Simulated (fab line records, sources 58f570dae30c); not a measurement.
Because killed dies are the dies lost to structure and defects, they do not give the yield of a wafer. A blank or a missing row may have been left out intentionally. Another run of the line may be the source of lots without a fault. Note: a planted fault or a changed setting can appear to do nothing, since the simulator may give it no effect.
Comparing a struck lot with a sound one :: flow berkeley cmos170 :: 26 out of 331 route steps
Sound: wafers L675.2, L675.3, L675.6. Wafers L666.2, L666.4, L666.6 were the ones struck. The cause is given at the end.
Each step with rows lists, per side, the tool, then ch with its chambers, then its first start. Under that, the readings that differ: sound wafers :: struck wafers :: difference of the means :: sigmas: that difference in standard deviations of wafers without a fault.
alike: readings with means less than 2 such deviations apart, plus words and numbers identical on both sides. not compared: withheld readings, readings lacking a value on some wafer, bounds such as >300 that could conceal the same value, and numbers that have no deviation in the record and whose values overlap.
A row with sigmas, a row that says differs or no value, or rows on one side alone: a step with any of these is where the two part. Non-overlapping numbers with no deviation appear without sigmas and do not part them. A reading missing from all wafers of one side parts the sides only when that side holds two or more wafers.

first, 2 steps without rows for these wafers: UCB170_NWELL_PEB_10; UCB170_NWELL_DEVELOP_11 (develop time 45 s).
UCB170_NWELL_OVL_MEAS_12:
  struck on overlay-01, day 3 03:47; sound on overlay-01, day 5 03:29
  alike: NWELL_OVL
UCB170_NWELL_ETCH_13: etches Si3N4 in CH3F/Ar/O2, stops on SiO2, target depth 246.4 nm, time 154 s.
  sound on rie diel-03 ch 0,1,3, day 5 03:31; struck on rie diel-02 ch 1,3, day 3 03:49
  alike: CH3F_flow_sccm, drypump motor current A, oes product au, throttle valve pct
  not compared: rf hours counter h
next, for these wafers, 1 step has no rows: UCB170_NWELL_IMPLANT_14.
UCB170_NWELL_STRIP_15: strips in O2.
  sound on plasma asher-01 ch 0,1, day 5 03:46; struck on plasma asher-01 ch 0, day 3 04:04
  alike: drypump motor current A, oes product au, strip time to endpoint s
  not compared: rf hours counter h
UCB170_NWELL_TW_MEAS_16:
  struck on film metro-03, day 3 04:11; sound on film metro-04, day 5 03:53
  alike: NWELL_TW
then, 5 steps without rows for these wafers: UCB170_NWELL_CLEAN_17 (cleans in SPM, time 600 s); UCB170_NWELL_WET_ETCH_18 (etches Si3N4 in H3PO4, time 14400 s); UCB170_NWELL_WET_ETCH_19 (etches SiO2 in BOE, time 22 s); UCB170_PWELL_CLEAN_00 (cleans in SPM, time 600 s); UCB170_PWELL_CLEAN_01 (cleans in dHF, time 60 s).
UCB170_PWELL_OXIDATION_02: target thk 26.4 nm, ox time 1260 s.
  sound on furnace-01 ch 0, day 5 12:06; struck on furnace-02 ch 0, day 3 19:43
  alike: ox temp c, spike tc centre C
UCB170_PWELL_THK_MEAS_03:
  struck on film metro-02, day 3 21:19; sound on film metro-01, day 5 13:31
reading: PWELL_OXIDE_THK (nm)
sound: 26.4 26.7 26.6
struck: 39.7 38.7 39.9
difference: +12.9
sigmas: +31
then, 2 steps without rows for these wafers: UCB170_PWELL_ANNEAL_04 (time 900 s); UCB170_PWELL_CVD_05 (deposits Si3N4 from SiH2Cl2/NH3, target thk 220 nm, time 3300 s).
UCB170_PWELL_THK_MEAS_06:
  struck on film metro-02, day 4 05:28; sound on film metro-02, day 5 22:23
  alike: PWELL_NITRIDE_THK
then, 6 steps without rows for these wafers: UCB170_PWELL_HMDS_07 (prime time 60 s); UCB170_PWELL_COAT_08 (resist thk 900 nm); UCB170_PWELL_SOFTBAKE_09 (time 60 s); UCB170_PWELL_EXPOSE_10 (exposes mask PWELL, target cd 3000 nm); UCB170_PWELL_PEB_11; UCB170_PWELL_DEVELOP_12 (develop time 45 s).
UCB170_PWELL_OVL_MEAS_13:
  struck on overlay-02, day 4 07:02; sound on overlay-02, day 6 00:01
  alike: PWELL_OVL
UCB170_PWELL_ETCH_14: etches Si3N4 in CH3F/Ar/O2, stops on SiO2, target depth 242 nm, time 151 s.
  sound on rie diel-01 ch 1,3, day 6 00:03; struck on rie diel-01 ch 0,1,2, day 4 07:04
reading: model.SiO2_of_PWELL_OXIDATION_02.thk nm (nm)
sound: 22.52 22.93 22.75
struck: 35.84 35.05 36.18
difference: +12.96
sigmas: 
  alike: CH3F_flow_sccm, drypump motor current A, oes product au, throttle valve pct
  not compared: rf hours counter h
next, for these wafers, 1 step has no rows: UCB170_PWELL_IMPLANT_15.

## WHERE THEY PART
At UCB170_PWELL_THK_MEAS_03 and nowhere else, as far as this record goes. Later steps at which nothing parts them and some readings are alike: UCB170_PWELL_THK_MEAS_06, UCB170_PWELL_OVL_MEAS_13, UCB170_PWELL_ETCH_14.

WHY: what the simulator had put in
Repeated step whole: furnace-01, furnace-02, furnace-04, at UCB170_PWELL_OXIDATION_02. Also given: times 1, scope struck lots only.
